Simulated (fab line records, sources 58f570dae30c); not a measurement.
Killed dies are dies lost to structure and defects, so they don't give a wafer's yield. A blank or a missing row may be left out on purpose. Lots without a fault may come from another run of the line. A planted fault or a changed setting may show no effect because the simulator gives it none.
Which tool did it? | flow berkeley_cmos170 | 14 lots, 42 wafers sampled, at 3 steps of a route of 331

WHAT THE GAUGES READ, wafer by wafer
UCB170_ACTIVE_THK_MEAS_06. Usual: ACTIVE_NITRIDE_THK 220.1 nm, standard deviation 1.4.
lot  | measured    | on            | ACTIVE_NITRIDE_THK (nm) | flag
L524 | day 4 11:16 | film_metro-02 | 218.6 218.2 218.7       |
L525 | day 4 11:17 | film_metro-04 | 220.3 219.9 220.3       |
L527 | day 5 04:10 | film_metro-01 | 223.7 223.7 222.1       |
L526 | day 5 04:11 | film_metro-04 | 220.3 222.4 221.6       |
L528 | day 5 04:13 | film_metro-02 | 221.2 219.8 220.9       |
L529 | day 5 12:50 | film_metro-02 | 221.8 221.2 221.1       |
L530 | day 5 15:56 | film_metro-02 | 222.1 221.4 221.4       |
L531 | day 5 23:30 | film_metro-04 | 219.2 219.2 217.4       |
L538 | day 7 19:48 | film_metro-04 | 220.0 218.9 219.8       |
L541 | day 8 00:40 | film_metro-01 | 219.0 218.2 218.4       |
L540 | day 8 00:40 | film_metro-02 | 222.2 219.5 220.3       |
L542 | day 8 00:40 | film_metro-04 | 221.2 221.4 221.8       |
L544 | day 9 00:07 | film_metro-01 | 220.3 220.7 219.6       |
L545 | day 9 00:06 | film_metro-04 | 222.8 219.4 219.1       |

UCB170_PLDD_OVL_MEAS_07. Usual: PLDD_OVL 0 nm, standard deviation 6.3.
lot  | measured     | on         | PLDD_OVL (nm) | flag
L524 | day 6 15:35  | overlay-02 | -6 2 -3       |
L525 | day 6 16:06  | overlay-02 | 4 -4 -7       |
L527 | day 7 06:12  | overlay-02 | 7 6 0         |
L526 | day 7 06:45  | overlay-02 | 4 -5 4        |
L528 | day 7 07:05  | overlay-01 | 4 -2 -2       |
L529 | day 7 18:16  | overlay-02 | 3 6 -4        |
L530 | day 7 23:10  | overlay-01 | -5 -9 -6      |
L531 | day 8 09:01  | overlay-01 | 3 6 10        |
L538 | day 9 14:31  | overlay-02 | -2 -1 -3      |
L541 | day 9 22:53  | overlay-02 | 2 10 3        |
L540 | day 9 23:08  | overlay-01 | 11 8 4        |
L542 | day 9 23:22  | overlay-02 | -7 2 -1       |
L544 | day 11 06:22 | overlay-02 | -7 3 4        |
L545 | day 11 04:53 | overlay-02 | -4 -4 -3      |

WHICH TOOL RAN EACH LOT (tool, then ch and the chambers of the sampled wafers, then the start)
lot  | UCB170_PWELL_ETCH_14
L524 | rie_diel-01 ch 2,3, day 3 04:49
L525 | rie_diel-01 ch 1,2,3, day 3 11:03
L527 | rie_diel-01 ch 0,1,2, day 3 18:26
L526 | rie_diel-04 ch 0,1,2, day 3 18:31
L528 | rie_diel-01 ch 0,1, day 3 18:47
L529 | rie_diel-04 ch 0,1,2, day 4 04:59
L530 | rie_diel-01 ch 0,1,2, day 4 10:32
L531 | rie_diel-01 ch 0,1, day 4 16:34
L538 | rie_diel-04 ch 1,2,3, day 6 12:02
L541 | rie_diel-03 ch 0,2,3, day 6 16:38
L540 | rie_diel-04 ch 0,2,3, day 6 16:55
L542 | rie_diel-03 ch 0,2,3, day 6 22:09
L544 | rie_diel-01 ch 0,2,3, day 7 14:53
L545 | rie_diel-01 ch 0,2,3, day 7 20:10
- UCB170_PWELL_ETCH_14: etches Si3N4 in CH3F/Ar/O2, stops on SiO2, target depth 242 nm, time 151 s.

WHAT THE TOOLS THEMSELVES READ (means of the sampled wafers that have a number; where no wafer has one, the mark that the record gives instead)
UCB170_PWELL_ETCH_14. Usual: drypump_motor_current_A 5.44 A, standard deviation 0.28; oes_product_au 0.937 a.u., standard deviation 0.014; throttle_valve_pct 8.09 %, standard deviation 0.14.
lot  | tool        | drypump_motor_current_A (A) | oes_product_au (a.u.) | throttle_valve_pct (%) | flag
L524 | rie_diel-01 | 5.62                        | 0.942                 | 8.17                   |
L525 | rie_diel-01 | 5.51                        | 0.938                 | 8.14                   |
L527 | rie_diel-01 | 5.29                        | 0.951                 | 8.05                   |
L526 | rie_diel-04 | 5.52                        | 0.942                 | 8.09                   |
L528 | rie_diel-01 | 5.14                        | 0.939                 | 8.08                   |
L529 | rie_diel-04 | 5.52                        | 0.933                 | 8.09                   |
L530 | rie_diel-01 | 5.30                        | 0.943                 | 8.04                   |
L531 | rie_diel-01 | 5.11                        | 0.944                 | 8.09                   |
L538 | rie_diel-04 | 5.41                        | 0.936                 | 8.10                   |
L541 | rie_diel-03 | 5.68                        | 0.929                 | 8.08                   |
L540 | rie_diel-04 | 5.36                        | 0.931                 | 8.05                   |
L542 | rie_diel-03 | 5.68                        | 0.930                 | 8.08                   |
L544 | rie_diel-01 | 5.40                        | 0.941                 | 8.06                   |
L545 | rie_diel-01 | 5.39                        | 0.938                 | 8.06                   |

THE ANSWER, worked out from the rows above alone
Rule: a lot is off if the mean of its wafers that have a number lies more than 3 standard deviations from the usual mean. A lot without any number at a reading at which 4 lots or more have one is off too. The other lots that the step has rows for count as sound. The gauges are gone through in route order, then the tools' own readings, and for those a lot's mean is taken as printed above. The first step at which some lot is off is used, and at that step the reading that is off furthest; a lot without a number counts as furthest.
No lot is off at any reading shown: from this, nothing can be told.

WHAT THE SIMULATOR HAD PUT IN
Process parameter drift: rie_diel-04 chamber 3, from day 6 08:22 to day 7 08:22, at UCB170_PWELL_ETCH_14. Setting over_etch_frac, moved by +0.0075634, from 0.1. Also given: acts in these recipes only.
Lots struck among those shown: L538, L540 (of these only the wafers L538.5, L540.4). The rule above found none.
